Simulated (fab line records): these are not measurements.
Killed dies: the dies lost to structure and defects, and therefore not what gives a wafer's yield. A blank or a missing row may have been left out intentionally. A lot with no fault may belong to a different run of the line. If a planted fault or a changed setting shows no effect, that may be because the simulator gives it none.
Which tool was responsible? ; flow berkeley_cmos170 ; 48 wafers from 16 lots sampled at 2 of the route's 331 steps

## WHAT THE GAUGES SHOWED, per wafer
UCB170_ACTIVE_THK_MEAS_06. Usual: ACTIVE_NITRIDE_THK gives 220.7 nm (standard deviation 2).
lot;measured;on;ACTIVE_NITRIDE_THK (nm);flag
L578;day 4 19:37;film_metro-03;222.7 222.8 224.2;
L579;day 5 03:17;film_metro-04;222.4 221.7 223.8;
L580;day 5 17:55;film_metro-03;221.0 220.1 220.1;
L582;day 6 01:32;film_metro-02;221.8 221.9 220.2;
L584;day 6 01:34;film_metro-02;226.4 226.1 225.6;
L585;day 6 09:47;film_metro-04;215.7 213.2 214.8;OFF
L587;day 6 21:34;film_metro-04;214.0 214.1 215.6;OFF
L588;day 6 21:34;film_metro-02;212.3 213.7 215.7;OFF
L589;day 7 10:32;film_metro-02;219.5 218.5 220.3;
L590;day 7 10:31;film_metro-04;221.7 219.2 220.2;
L591;day 7 18:39;film_metro-03;211.8 214.5 213.0;OFF
L594;day 8 17:58;film_metro-04;219.0 218.5 218.7;
L595;day 8 18:05;film_metro-03;220.1 220.1 221.7;
L597;day 8 18:01;film_metro-03;219.9 222.4 221.8;
L600;day 9 19:44;film_metro-02;221.5 222.1 222.9;
L601;day 9 19:43;film_metro-03;223.6 224.6 222.8;

## EACH LOT AND THE TOOL THAT RAN IT (in order: tool; ch and the chambers of the sampled wafers; start)
lot;UCB170_ACTIVE_CVD_05
L578;lpcvd-01 ch 0, day 4 16:44
L579;lpcvd-01 ch 1, day 5 01:22
L580;lpcvd-01 ch 1, day 5 15:59
L582;lpcvd-01 ch 0, day 5 23:35
L584;lpcvd-01 ch 1, day 5 23:35
L585;lpcvd-01 ch 1, day 6 07:51
L587;lpcvd-01 ch 1, day 6 19:38
L588;lpcvd-01 ch 0, day 6 19:38
L589;lpcvd-02 ch 1, day 7 08:35
L590;lpcvd-02 ch 1, day 7 08:35
L591;lpcvd-01 ch 0, day 7 16:44
L594;lpcvd-02 ch 0, day 8 15:59
L595;lpcvd-02 ch 1, day 8 15:59
L597;lpcvd-02 ch 1, day 8 15:59
L600;lpcvd-02 ch 0, day 9 17:49
L601;lpcvd-02 ch 1, day 9 17:49
- UCB170_ACTIVE_CVD_05: deposits Si3N4 from SiH2Cl2/NH3, target thk 220 nm, time 3300 s.

## AS READ BY THE TOOLS THEMSELVES (means over the sampled wafers that have a number; for cases with no such wafer, the mark the record gives instead)
UCB170_ACTIVE_CVD_05. Usual: spike_tc_centre_C 802.7 C, standard deviation 1.2; susceptor_temp_C 800.0 C, standard deviation 0.33.
lot;tool;spike_tc_centre_C (C);susceptor_temp_C (C);flag
L578;lpcvd-01;801.4;800.2;
L579;lpcvd-01;803.1;800.6;
L580;lpcvd-01;801.9;800.2;
L582;lpcvd-01;801.9;800.4;
L584;lpcvd-01;803.6;800.4;
L585;lpcvd-01;803.1;799.9;
L587;lpcvd-01;803.3;799.9;
L588;lpcvd-01;803.5;799.9;
L589;lpcvd-02;803.6;800.1;
L590;lpcvd-02;803.7;800.3;
L591;lpcvd-01;801.9;799.8;
L594;lpcvd-02;803.2;799.6;
L595;lpcvd-02;802.9;799.6;
L597;lpcvd-02;802.8;800.3;
L600;lpcvd-02;804.7;799.5;
L601;lpcvd-02;802.5;799.6;

## THE ANSWER, worked out from the rows above alone
Rule: lot off if the mean of its wafers having a number is beyond 3 standard deviations from the usual mean. Also off: a lot with no number at a reading for which 4 or more lots have one. All remaining lots with rows at the step are treated as sound. First the gauges in route order, then the tools' own readings, where a lot's mean is used as printed above. At the first step where some lot is off, the reading lying furthest off is the one used; lots without a number count as furthest.
Off: L585, L587, L588, L591, seen at UCB170_ACTIVE_THK_MEAS_06 (ACTIVE_NITRIDE_THK).
If a tool, at a process step before that reading, ran all the lots that are off and no sound lot after the first of them, it fits. Those tools and the gauges at UCB170_ACTIVE_THK_MEAS_06 are tried in the same way. One candidate fits, namely lpcvd-01 at UCB170_ACTIVE_CVD_05. Its last sound lot is L582 (day 5 23:35), its first lot that is off L585 (day 6 07:51): a fault that began between those two fits.

## WHAT THE SIMULATOR HAD INSERTED
Site profile drift: lpcvd-01, from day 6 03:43 on, at UCB170_ACTIVE_CVD_05. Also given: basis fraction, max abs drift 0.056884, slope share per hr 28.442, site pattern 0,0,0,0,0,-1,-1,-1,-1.
Shown lots that were struck: L585, L587, L588, L591. The rule above reached the same finding.
